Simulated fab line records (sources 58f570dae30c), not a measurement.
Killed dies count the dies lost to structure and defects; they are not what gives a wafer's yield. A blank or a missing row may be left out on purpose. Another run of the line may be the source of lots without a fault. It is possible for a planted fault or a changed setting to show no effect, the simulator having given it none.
Which tool is to blame? | flow berkeley-cmos170 | 42 wafers from 14 lots sampled at 5 of the route's 331 steps

## WHAT EACH GAUGE READ, for each wafer
UCB170_SDANNEAL_RS_MEAS_03: a four-point-probe measurement. Usual: NSD_RS typically reads 37.69 ohm/sq, with standard deviation 0.12.
lot  | measured     | on            | NSD_RS (ohm/sq)   | flag
L745 | day 8 01:55  | film-metro-02 | 37.89 37.96 37.79 |
L744 | day 8 05:53  | film-metro-01 | 37.73 37.89 37.86 |
L749 | day 8 20:04  | film-metro-01 | 37.77 37.82 37.67 |
L746 | day 8 20:56  | film-metro-01 | 37.92 37.85 37.81 |
L751 | day 9 14:35  | film-metro-02 | 37.62 37.65 37.71 |
L750 | day 9 15:16  | film-metro-02 | 37.51 37.49 37.53 |
L753 | day 9 20:56  | film-metro-02 | 37.64 37.68 37.66 |
L752 | day 9 21:20  | film-metro-01 | 37.81 37.86 37.85 |
L754 | day 10 02:16 | film-metro-04 | 37.62 37.61 37.68 |
L758 | day 11 00:59 | film-metro-02 | 37.67 37.62 37.63 |
L759 | day 11 01:21 | film-metro-04 | 37.79 37.54 37.67 |
L763 | day 12 10:29 | film-metro-01 | 37.61 37.69 37.60 |
L765 | day 12 11:04 | film-metro-04 | 37.76 37.68 37.61 |
L767 | day 12 13:40 | film-metro-04 | 37.55 37.59 37.55 |

UCB170_SILICIDE_THK_MEAS_03: measures by xrf. Usual: SILICIDE_TI_THK typically reads 30.06 nm, with standard deviation 0.29.
lot  | measured     | on            | SILICIDE_TI_THK (nm) | flag
L745 | day 8 02:29  | film-metro-03 | 30.58 30.24 30.00    |
L744 | day 8 06:26  | film-metro-02 | 30.21 30.06 30.06    |
L749 | day 8 20:38  | film-metro-03 | 29.86 30.29 30.23    |
L746 | day 8 21:30  | film-metro-02 | 30.35 29.55 29.71    |
L751 | day 9 15:10  | film-metro-03 | 30.35 30.20 30.11    |
L750 | day 9 15:50  | film-metro-04 | 29.86 29.72 29.80    |
L753 | day 9 21:31  | film-metro-03 | 30.89 30.97 30.42    |
L752 | day 9 21:55  | film-metro-03 | 30.10 29.99 29.87    |
L754 | day 10 02:50 | film-metro-04 | 30.42 29.94 30.57    |
L758 | day 11 01:34 | film-metro-02 | 30.31 30.25 30.40    |
L759 | day 11 01:56 | film-metro-03 | 29.36 29.69 29.72    |
L763 | day 12 11:04 | film-metro-03 | 29.93 30.08 29.93    |
L765 | day 12 11:38 | film-metro-03 | 29.92 30.17 30.00    |
L767 | day 12 14:13 | film-metro-04 | 30.40 30.14 30.56    |

UCB170_CONTACT_OVL_MEAS_16. Usual: CONTACT_OVL typically reads -5 nm, with standard deviation 5.3.
lot  | measured     | on         | CONTACT_OVL (nm) | flag
L745 | day 8 08:04  | overlay-01 | -2 -1 4          |
L744 | day 8 11:22  | overlay-02 | -15 -13 -17      |
L749 | day 9 02:14  | overlay-02 | -11 -4 -2        |
L746 | day 9 05:39  | overlay-02 | -2 4 2           |
L751 | day 9 19:42  | overlay-01 | -14 -7 -8        |
L750 | day 9 21:28  | overlay-01 | 0 -4 -2          |
L753 | day 10 01:43 | overlay-02 | -10 -8 -9        |
L752 | day 10 03:02 | overlay-01 | 0 5 -7           |
L754 | day 10 08:01 | overlay-02 | -9 -3 -4         |
L758 | day 11 06:35 | overlay-01 | -7 -14 -10       |
L759 | day 11 12:05 | overlay-01 | -11 -6 -9        |
L763 | day 12 16:24 | overlay-02 | -11 -13 -8       |
L765 | day 12 17:05 | overlay-01 | 6 0 0            |
L767 | day 12 20:56 | overlay-01 | -11 -14 -14      |

UCB170_V2_THK_MEAS_04. Usual: V2_POLISHED_THK typically reads 999.5 nm, with standard deviation 1.2.
lot  | measured     | on            | V2_POLISHED_THK (nm) | flag
L745 | day 8 21:01  | film-metro-03 | 1001.5 998.7 999.1   |
L744 | day 9 02:34  | film-metro-04 | 1000.6 1000.1 1001.4 |
L749 | day 9 11:59  | film-metro-04 | 998.5 1000.0 999.2   |
L746 | day 9 18:57  | film-metro-01 | 1000.3 999.4 998.9   |
L751 | day 10 08:04 | film-metro-03 | 998.2 998.9 999.1    |
L750 | day 10 08:31 | film-metro-04 | 1000.8 1002.3 999.2  |
L753 | day 10 11:52 | film-metro-01 | 999.4 1000.7 1001.0  |
L752 | day 10 14:20 | film-metro-03 | 997.6 1000.6 999.6   |
L754 | day 10 20:58 | film-metro-04 | 1001.1 998.9 999.7   |
L758 | day 11 21:07 | film-metro-03 | 998.1 748.2 748.6    | OFF
L759 | day 12 00:42 | film-metro-03 | 747.1 997.5 747.6    | OFF
L763 | day 13 05:48 | film-metro-03 | 998.8 998.8 1000.2   |
L765 | day 13 09:18 | film-metro-01 | 999.0 999.5 999.2    |
L767 | day 13 09:37 | film-metro-04 | 1000.2 1001.4 999.5  |

## TOOL THAT RAN EACH LOT (tool first, then ch and the chambers of the sampled wafers, then the start)
lot  | UCB170_V2_CMP_02
L745 | cmp-02 ch 0,3, day 8 20:38
L744 | cmp-02 ch 1,2,3, day 9 02:13
L749 | cmp-01 ch 1,3, day 9 11:34
L746 | cmp-01 ch 1,3, day 9 18:34
L751 | cmp-01 ch 1,2,3, day 10 07:41
L750 | cmp-02 ch 0,1,3, day 10 08:06
L753 | cmp-01 ch 0,2,3, day 10 11:27
L752 | cmp-01 ch 1,2, day 10 13:58
L754 | cmp-02 ch 0,2,3, day 10 20:32
L758 | cmp-01 ch 0,1, day 11 20:44
L759 | cmp-01 ch 0,1, day 12 00:20
L763 | cmp-02 ch 1,2,3, day 13 05:23
L765 | cmp-02 ch 0,2,3, day 13 08:56
L767 | cmp-02 ch 0,3, day 13 09:14
- UCB170_V2_CMP_02: polishes SiO2.

## AS READ BY THE TOOLS THEMSELVES (means over the sampled wafers that have a number; for cases with no such wafer, the mark the record gives instead)
UCB170_V2_CMP_02. Usual: motor-current-A reads 15.5 A (standard deviation 1.6).
lot  | tool   | motor-current-A (A) | flag
L745 | cmp-02 | 16.9                |
L744 | cmp-02 | 14.7                |
L749 | cmp-01 | 17.0                |
L746 | cmp-01 | 17.2                |
L751 | cmp-01 | 16.8                |
L750 | cmp-02 | 15.2                |
L753 | cmp-01 | 14.8                |
L752 | cmp-01 | 16.4                |
L754 | cmp-02 | 15.8                |
L758 | cmp-01 | 15.5                |
L759 | cmp-01 | 15.5                |
L763 | cmp-02 | 14.2                |
L765 | cmp-02 | 15.5                |
L767 | cmp-02 | 16.9                |

## THE ANSWER, worked out from the rows above alone
Rule: lot off if the mean of its wafers having a number is beyond 3 standard deviations from the usual mean. Also off: a lot with no number at a reading for which 4 or more lots have one. Any other lot the step has rows for is counted as sound. First the gauges in route order, then the tools' own readings, where a lot's mean is used as printed above. At the first step where some lot is off, the reading lying furthest off is the one used; lots without a number count as furthest.
Off: L758, L759, at UCB170_V2_THK_MEAS_04 (V2_POLISHED_THK).
A tool fits if, at a process step before that reading, it ran every lot that is off, and no sound lot after the first of them. The gauges at UCB170_V2_THK_MEAS_04 are tried like those tools. One candidate fits, namely cmp-01 at UCB170_V2_CMP_02. A fault onset in the window from L752 (day 10 13:58, its last sound lot) to L758 (day 11 20:44, its first lot off) fits.

## WHAT WAS PUT IN BY THE SIMULATOR
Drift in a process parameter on cmp-01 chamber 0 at UCB170_V2_CMP_02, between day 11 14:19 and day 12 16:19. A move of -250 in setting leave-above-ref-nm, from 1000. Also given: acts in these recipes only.
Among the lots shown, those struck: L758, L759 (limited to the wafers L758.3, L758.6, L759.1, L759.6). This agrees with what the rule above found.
